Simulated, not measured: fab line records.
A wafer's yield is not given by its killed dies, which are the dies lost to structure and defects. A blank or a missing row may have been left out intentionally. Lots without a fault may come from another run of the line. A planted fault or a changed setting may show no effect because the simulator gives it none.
A lot that was struck, set against a sound lot -- flow rit_cmos -- 18 out of 202 route steps
Sound: these wafers, L238.2, L238.3, L238.5. The struck wafers were L249.2, L249.4, L249.6. The cause comes at the end.
At each step with rows: each side's tool, then ch and its chambers, then its first start. Under that, the readings that differ: sound wafers -- struck wafers -- difference of the means -- sigmas: that difference in standard deviations of wafers without a fault.
alike: readings whose means differ by less than 2 such deviations, and words and numbers that are the same on both sides. not compared: withheld readings, readings that some wafer has no value for, bounds like >300 that may hide the same value, and numbers for which the record gives no deviation and whose values overlap.
A row with sigmas, a row that says differs or no value, or rows on one side alone: a step with any of these is where the two part. Numbers that have no deviation but don't overlap get no sigmas and don't part them. A reading missing from all wafers of one side parts the sides only when that side holds two or more wafers.

RIT_CONTACT_OVL_MEAS_09:
  sound on overlay-02, day 4 14:01; struck on overlay-01, day 6 21:40
  alike: CONTACT_OVL
then, 1 step without rows for these wafers: RIT_CONTACT_HARDBAKE_10 (time 60 s).
RIT_CONTACT_ETCH_11: etches SiO2 in CHF3/CF4/Ar, stops on TiSi2, target depth 480 nm, time 320 s.
  sound on rie_diel-04 ch 0,1,3, day 4 14:11; struck on rie_diel-01 ch 2,3, day 6 21:54
  alike: chamber_pressure_mTorr, drypump_motor_current_A, oes_product_au, throttle_valve_pct
  not compared: rf_hours_counter_h
RIT_CONTACT_STRIP_12: strips in O2, time 187.2 s.
  sound on plasma_asher-03 ch 0,1, day 4 14:23; struck on plasma_asher-03 ch 0,1, day 6 22:05
  alike: chamber_pressure_mTorr, drypump_motor_current_A
  not compared: rf_hours_counter_h
RIT_CONTACT_CD_MEAS_90: the cd target is 1000 nm.
  sound on cd_sem-02, day 4 14:35; struck on cd_sem-01, day 6 22:17
  alike: cd_nm
then, 2 steps without rows for these wafers: RIT_CONTACT_CLEAN_13 (cleans in SC1, time 600 s); RIT_CONTACT_CLEAN_14 (cleans in SC2, time 600 s).
RIT_M1_SPUTTER_00: material Al, target thk 400 nm, time 500 s.
  sound on pvd_sputter-01, day 4 15:03; struck on pvd_sputter-03, day 6 22:44
  alike: throttle_valve_pct
RIT_M1_RS_MEAS_01: the measuring method here is four-point-probe.
  sound on film_metro-02, day 4 15:22; struck on film_metro-02, day 6 23:03
  alike: M1_AL_RS
RIT_M1_THK_MEAS_02: measures by xrf.
  sound on film_metro-02, day 4 15:28; struck on film_metro-02, day 6 23:10
  alike: M1_AL_THK
then, 2 steps without rows for these wafers: RIT_M1_HMDS_03 (prime time 60 s); RIT_M1_COAT_04 (resist thk 1317 nm).
RIT_M1_SOFTBAKE_05: time 60 s.
  sound on litho_track-04 ch 0, day 4 15:51; struck on litho_track-01 ch 0, day 6 23:32
reading,sound,struck,difference,sigmas
heater_power_total_W (W),34.55 34.49 34.62,35.84 35.80 35.72,+1.23,+25
plate_temp_C (C),90.11 90.22 90.04,92.53 92.37 92.58,+2.37,+18
model.NOVOLAK_of_M1_COAT_04.thk_nm (nm),1320 1316 1321,1300 1305 1302,-17,
then, 2 steps without rows for these wafers: RIT_M1_EXPOSE_06 (exposes mask M12, target cd 2600 nm); RIT_M1_PEB_07.
RIT_M1_DEVELOP_08: develop time 68 s.
  sound on litho_track-01 ch 0; struck on litho_track-02 ch 0
reading,sound,struck,difference,sigmas
model.NOVOLAK_of_M1_COAT_04.thk_nm (nm),1320 1316 1321,1300 1304 1302,-17,
RIT_M1_CD_MEAS_09: the cd target is 2600 nm.
  sound on cd_sem-01, day 4 16:25; struck on cd_sem-01, day 7 00:07
  alike: cd_nm
RIT_M1_PROBE_99:
  sound on prober-02, day 4 19:07; struck on prober-02, day 7 02:48
  alike: defect_limited_yield, killed_at_contacts, killed_at_front_end, killed_dies, killed_open, killed_short, sort_bin_3_pad_short, sort_bin_5_function, sort_bin_6_memory, sort_n_pass, sort_yield_pct

WHERE THEY PART
Only at RIT_M1_SOFTBAKE_05, within this record. Later steps at which nothing parts them and some readings are alike: RIT_M1_CD_MEAS_09, RIT_M1_PROBE_99.

WHY: what the simulator had put in
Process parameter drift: litho_track-01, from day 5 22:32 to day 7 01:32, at RIT_M1_SOFTBAKE_05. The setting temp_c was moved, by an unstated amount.
